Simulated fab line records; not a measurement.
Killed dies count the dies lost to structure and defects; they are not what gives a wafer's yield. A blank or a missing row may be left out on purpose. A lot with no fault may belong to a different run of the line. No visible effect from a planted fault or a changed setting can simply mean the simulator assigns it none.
One fault through the eyes of 2 desks || flow berkeley cmos170 || what lay behind the numbers comes last; until then each desk has only its own

FROM THE METROLOGY DESK
Means of the sampled wafers that have a number, per lot and without regard to the tool the lot ran on: this is what the gauges read. A lot is out of limits, marked OUT, if its mean lies more than 4 standard deviations from the usual mean; the brackets give that distance.
Columns: A = GATE_POLY_THK at UCB170_GATE_THK_MEAS_05, usual 213.6 nm; B = cd nm at UCB170_NSD_CD_MEAS_06, usual 1200.0 nm; C = V1_BOW at UCB170_V1_BOW_MEAS_03, usual 18 um; D = cd nm at UCB170_V1_CD_MEAS_12, usual 700.4 nm
{"lot": "L770", "first seen here": "day 6 16:19", "A": 212.4, "B": 1200.8, "C": 19, "D": 700.2}
{"lot": "L774", "first seen here": "day 7 04:08", "A": 213.9, "B": 1200.9, "C": 17, "D": 699.9}
{"lot": "L775", "first seen here": "day 7 04:08", "A": 216.1, "B": 1199.1, "C": 20, "D": 700.2}
{"lot": "L779", "first seen here": "day 7 20:14", "A": 214.1, "B": 1199.6, "C": 23, "D": 698.1}
{"lot": "L777", "first seen here": "day 7 20:15", "A": 214.1, "B": 1200.1, "C": 16, "D": 701.2}
{"lot": "L778", "first seen here": "day 7 20:15", "A": 214.3, "B": 1200.6, "C": 29, "D": 701.6}
{"lot": "L785", "first seen here": "day 9 13:21", "A": 215.7, "B": 1197.8, "C": 26, "D": 700.4}
{"lot": "L784", "first seen here": "day 9 13:26", "A": 210.2, "B": "1194.9 (-4.3) OUT", "C": 15, "D": 699.4}
{"lot": "L788", "first seen here": "day 9 15:59", "A": 212.9, "B": 1202.3, "C": 21, "D": 698.0}
{"lot": "L789", "first seen here": "day 10 08:01", "A": 211.9, "B": 1199.6, "C": 13, "D": 700.5}
{"lot": "L790", "first seen here": "day 10 08:02", "A": 212.4, "B": 1200.9, "C": 14, "D": 702.4}
{"lot": "L791", "first seen here": "day 10 17:28", "A": 213.2, "B": 1199.4, "C": 13, "D": 701.2}
{"lot": "L792", "first seen here": "day 11 02:20", "A": 216.7, "B": 1198.8, "C": 17, "D": 700.8}
{"lot": "L793", "first seen here": "day 11 06:59", "A": 213.2, "B": 1198.9, "C": 20, "D": 700.0}
This desk's finding: out of limits on L784; first on L784, day 10 06:31 (cd nm at UCB170_NSD_CD_MEAS_06). In limits: L770, L774, L775, L779, L777, L778, L785, L788, L789, L790, L791, L792, L793.

TOOL OWNER'S DESK, litho track-01
At UCB170_NSD_SOFTBAKE_02 (time 60 s), the tool's own readings, given per lot that ran on this tool as the mean of the sampled wafers with a number. A lot is out of limits, marked OUT, if its mean lies more than 4 standard deviations from the usual mean; the brackets give that distance.
Columns: A = chill plate temp C at UCB170_NSD_SOFTBAKE_02, usual 23.02 C; B = heater power total W at UCB170_NSD_SOFTBAKE_02, usual 56.80 W; C = plate temp C at UCB170_NSD_SOFTBAKE_02, usual 130.02 C
{"lot": "L774", "first seen here": "day 7 21:46", "A": 23.06, "B": 56.80, "C": 129.78}
{"lot": "L778", "first seen here": "day 8 10:17", "A": 23.06, "B": 56.79, "C": 130.08}
{"lot": "L777", "first seen here": "day 8 15:04", "A": 23.03, "B": 56.81, "C": 130.10}
{"lot": "L785", "first seen here": "day 10 02:50", "A": 23.00, "B": "56.34 (-10) OUT", "C": "129.15 (-6.2) OUT"}
{"lot": "L784", "first seen here": "day 10 05:52", "A": 22.99, "B": "56.39 (-8.8) OUT", "C": "129.31 (-5.1) OUT"}
This desk's finding: out of limits on L784, L785; first on L785, day 10 02:50 (heater power total W at UCB170_NSD_SOFTBAKE_02). In limits: L774, L778, L777.

TAKEN TOGETHER
An alarm could have come from the tool owner's desk at day 10 02:50, on L784, L785.
An alarm was possible from the metrology desk at day 10 06:31, on L784.
The metrology desk has L785 on record, within its limits.
On litho track-01, each named lot ran UCB170_NSD_SOFTBAKE_02.

WHAT HAD BEEN PUT IN BY THE SIMULATOR
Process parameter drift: litho track-01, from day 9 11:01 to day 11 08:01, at UCB170_NSD_SOFTBAKE_02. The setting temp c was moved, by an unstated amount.
Shown lots that were struck: L784, L785.
Delay (hours) between the fault's onset and each desk's first out-of-limits reading: 16 at the tool owner's desk, 20 at the metrology desk.
